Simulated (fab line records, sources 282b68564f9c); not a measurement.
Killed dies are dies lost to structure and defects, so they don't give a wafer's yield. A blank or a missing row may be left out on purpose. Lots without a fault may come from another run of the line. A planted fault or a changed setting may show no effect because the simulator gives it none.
Which tool did it? | flow rit_cmos | 14 lots, 42 wafers sampled, at 3 steps of a route of 202

WHAT THE GAUGES READ, wafer by wafer
RIT_M1_RS_MEAS_01: measures by four-point-probe.
lot  | measured    | on            | M1_AL_RS (ohm/sq)
L203 | day 3 04:31 | film_metro-02 | 0.0729 0.0733 0.0733
L204 | day 3 09:25 | film_metro-03 | 0.0736 0.0740 0.0736
L205 | day 3 15:49 | film_metro-03 | 0.0728 0.0731 0.0728
L206 | day 3 20:52 | film_metro-02 | 0.0736 0.0732 0.0731
L207 | day 4 02:31 | film_metro-01 | 0.0716 0.0723 0.0718
L208 | day 4 07:12 | film_metro-01 | 0.0733 0.0744 0.0736
L209 | day 4 10:16 | film_metro-03 | 0.0730 0.0740 0.0738
L211 | day 4 21:56 | film_metro-01 | 0.0728 0.0722 0.0727
L212 | day 5 02:38 | film_metro-01 | 0.1016 0.1014 0.1013 0.1017 0.1014 0.1011
L214 | day 5 11:49 | film_metro-01 | 0.1025 0.1021 0.1026 0.1027 0.1017 0.1027
L215 | day 5 17:52 | film_metro-01 | 0.0742 0.0739 0.0736
L222 | day 7 09:53 | film_metro-01 | 0.0731 0.0736 0.0733
L224 | day 7 17:44 | film_metro-02 | 0.0731 0.0729 0.0734
L226 | day 8 02:37 | film_metro-02 | 0.0727 0.0726 0.0725

RIT_M1_THK_MEAS_02: measures by xrf.
lot  | measured    | on            | M1_AL_THK (nm)
L203 | day 3 04:38 | film_metro-02 | 399 397 398
L204 | day 3 09:31 | film_metro-03 | 396 394 394
L205 | day 3 15:56 | film_metro-03 | 401 398 399
L206 | day 3 20:59 | film_metro-02 | 397 400 398
L207 | day 4 02:38 | film_metro-01 | 407 404 406
L208 | day 4 07:18 | film_metro-01 | 396 392 397
L209 | day 4 10:23 | film_metro-03 | 396 393 394
L211 | day 4 22:02 | film_metro-01 | 399 404 403
L212 | day 5 07:25 | film_metro-01 | 292 290 294 288 289 291
L214 | day 5 14:37 | film_metro-01 | 285 287 287 289 289 286
L215 | day 5 17:58 | film_metro-01 | 393 398 394
L222 | day 7 10:01 | film_metro-01 | 396 395 396
L224 | day 7 17:50 | film_metro-02 | 402 403 397
L226 | day 8 02:43 | film_metro-02 | 405 406 406

WHICH TOOL RAN EACH LOT (tool, then ch and the chambers of the sampled wafers, then the start)
lot  | RIT_M1_SPUTTER_00
L203 | pvd_sputter-04, day 3 04:13
L204 | pvd_sputter-04, day 3 09:05
L205 | pvd_sputter-03, day 3 15:32
L206 | pvd_sputter-04, day 3 20:34
L207 | pvd_sputter-04, day 4 02:13
L208 | pvd_sputter-03, day 4 06:52
L209 | pvd_sputter-04, day 4 09:59
L211 | pvd_sputter-03, day 4 21:37
L212 | pvd_sputter-04, day 5 02:20
L214 | pvd_sputter-04, day 5 11:31
L215 | pvd_sputter-01, day 5 17:33
L222 | pvd_sputter-03, day 7 09:36
L224 | pvd_sputter-01, day 7 17:25
L226 | pvd_sputter-03, day 8 02:18
- RIT_M1_SPUTTER_00: material Al, target thk 400 nm, time 500 s.

WHAT THE TOOLS THEMSELVES READ (means of the sampled wafers that have a number; where no wafer has one, the mark that the record gives instead)
RIT_M1_SPUTTER_00.
lot  | tool           | substrate_temp_c (C) | throttle_valve_pct (%)
L203 | pvd_sputter-04 | 25.14                | 29.5
L204 | pvd_sputter-04 | 24.92                | 29.8
L205 | pvd_sputter-03 | 25.03                | 30.7
L206 | pvd_sputter-04 | 24.90                | 29.8
L207 | pvd_sputter-04 | 24.86                | 29.7
L208 | pvd_sputter-03 | 25.04                | 29.9
L209 | pvd_sputter-04 | 24.91                | 29.8
L211 | pvd_sputter-03 | 24.93                | 30.0
L212 | pvd_sputter-04 | 24.95                | 29.9
L214 | pvd_sputter-04 | 25.08                | 29.3
L215 | pvd_sputter-01 | 24.99                | 29.4
L222 | pvd_sputter-03 | 25.09                | 30.7
L224 | pvd_sputter-01 | 24.96                | 29.4
L226 | pvd_sputter-03 | 25.06                | 30.7

THE ANSWER, worked out from the rows above alone
Rule: what is usual is taken from the lots themselves. Put in order of their means at a reading, lots are off if they are a third of the lots or fewer, leave a main group of 4 or more, and stand apart from it by a gap of 3 or more times the standard deviation of the main group's means; of several such gaps the widest counts. A main group whose means are all the same, to the digits that the tables above print for the reading, isn't used. A lot without any number at a reading at which 4 lots or more have one is off too. The other lots that the step has rows for count as sound. The gauges are gone through in route order, then the tools' own readings, and for those a lot's mean is taken as printed above. The first step at which some lot is off is used, and at that step the reading that is off furthest; a lot without a number counts as furthest.
Off: L212, L214, at RIT_M1_RS_MEAS_01 (M1_AL_RS). The main group: mean 0.0732 ohm/sq, standard deviation 0.00056.
A tool fits if, at a process step before that reading, it ran every lot that is off, and no sound lot after the first of them. The gauges at RIT_M1_RS_MEAS_01 are tried like those tools. One fits: pvd_sputter-04 at RIT_M1_SPUTTER_00. Its last sound lot is L209 (day 4 09:59), its first lot that is off L212 (day 5 02:20): a fault that began between those two fits.

WHAT THE SIMULATOR HAD PUT IN
Process parameter drift: pvd_sputter-04, from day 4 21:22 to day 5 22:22, at RIT_M1_SPUTTER_00. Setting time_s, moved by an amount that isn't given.
Lots struck among those shown: L212, L214. The rule above found the same.
